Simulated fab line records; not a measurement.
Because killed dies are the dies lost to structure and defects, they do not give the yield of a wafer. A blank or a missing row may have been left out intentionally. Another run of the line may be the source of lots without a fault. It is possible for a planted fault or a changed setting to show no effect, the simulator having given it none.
One fault seen from 2 desks :: flow ritCmos :: what lay behind the numbers comes last; until then each desk has only its own

## THE METROLOGY DESK
What the gauges read, lot by lot, whatever tool the lot ran on: means of the sampled wafers that have a number. If a lot's mean is further than 4 standard deviations from the usual mean, the lot is out of limits and carries the mark OUT (the distance appears in the brackets).
Columns: A = NLDD_TW at RIT_NLDD_TW_MEAS_10, usual 2472; B = PLDD_OVL at RIT_PLDD_OVL_MEAS_06, usual 0.4 nm; C = NLDD_RS at RIT_SDANNEAL_RS_MEAS_07, usual 151.5 ohm/sq
lot: L194
first seen here: day 3 13:01
A: 2462
B: 0.7
C: 151.9

lot: L195
first seen here: day 3 13:15
A: 2443
B: 2.3
C: 151.3

lot: L196
first seen here: day 3 22:52
A: 2463
B: 1.1
C: 151.8

lot: L197
first seen here: day 4 03:01
A: 2490
B: 0.5
C: 151.9

lot: L198
first seen here: day 4 08:23
A: 2464
B: 0.5
C: 151.6

lot: L202
first seen here: day 5 02:55
A: 2463
B: -0.9
C: 151.7

lot: L205
first seen here: day 5 15:56
A: 2084 (-32) OUT
B: 0.4
C: 243.8 (+99 or more) OUT

lot: L206
first seen here: day 5 22:07
A: 2088 (-32) OUT
B: 0.5
C: 244.2 (+99 or more) OUT

lot: L209
first seen here: day 6 11:16
A: 2463
B: -0.9
C: 150.8

lot: L211
first seen here: day 6 15:13
A: 2465
B: -1.3
C: 151.6

lot: L213
first seen here: day 7 04:37
A: 2492
B: 0.4
C: 151.5

lot: L214
first seen here: day 7 12:38
A: 2472
B: 1.8
C: 152.0

lot: L215
first seen here: day 7 21:53
A: 2480
B: -0.8
C: 151.2

lot: L216
first seen here: day 7 22:00
A: 2475
B: 0.9
C: 151.6
This desk's result: L205, L206 out of limits, first on L205 (NLDD_TW at RIT_NLDD_TW_MEAS_10), day 5 15:56. L194, L195, L196, L197, L198, L202, L209, L211, L213, L214, L215, L216 stayed within limits.

## THE TOOL OWNER'S DESK: implanter-04
The tool's own readings at RIT_NLDD_IMPLANT_08, given as means over the sampled wafers that have a number, one for each lot that went through this tool. If a lot's mean is further than 4 standard deviations from the usual mean, the lot is out of limits and carries the mark OUT (the distance appears in the brackets).
Columns: A = doseIonsCm2 at RIT_NLDD_IMPLANT_08, usual 5e+14; B = endStationPressureTorr at RIT_NLDD_IMPLANT_08, usual 6.23e-06 Torr; C = faradayCurrentUA at RIT_NLDD_IMPLANT_08, usual 1571; D = tiltDeg at RIT_NLDD_IMPLANT_08, usual 7.002 degrees
lot: L194
first seen here: day 3 12:44
A: 5e+14
B: 6.26e-06
C: 1598
D: 6.989

lot: L202
first seen here: day 5 02:37
A: 5e+14
B: 6.33e-06
C: 1560
D: 7.000

lot: L205
first seen here: day 5 15:37
A: 3e+14 (-99 or more) OUT
B: 5.90e-06
C: 848 (-25) OUT
D: 7.008

lot: L206
first seen here: day 5 21:49
A: 3e+14 (-99 or more) OUT
B: 5.41e-06
C: 849 (-25) OUT
D: 7.012
This desk's finding: out of limits on L205, L206; first on L205, day 5 15:37 (doseIonsCm2 at RIT_NLDD_IMPLANT_08). L194, L202 stayed within limits.

## BROUGHT TOGETHER
The tool owner's desk had the chance to raise an alarm at day 5 15:37 on L205, L206.
The metrology desk could have raised an alarm at day 5 15:56, on L205, L206.
The lots listed all ran RIT_NLDD_IMPLANT_08 on implanter-04.

## WHAT THE SIMULATOR HAD INSERTED
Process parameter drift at RIT_NLDD_IMPLANT_08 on implanter-04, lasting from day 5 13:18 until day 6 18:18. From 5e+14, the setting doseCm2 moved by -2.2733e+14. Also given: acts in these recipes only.
Lots struck among those shown: L205, L206.
Delay (hours) between the fault's onset and each desk's first out-of-limits reading: 2 at the tool owner's desk, 3 at the metrology desk.
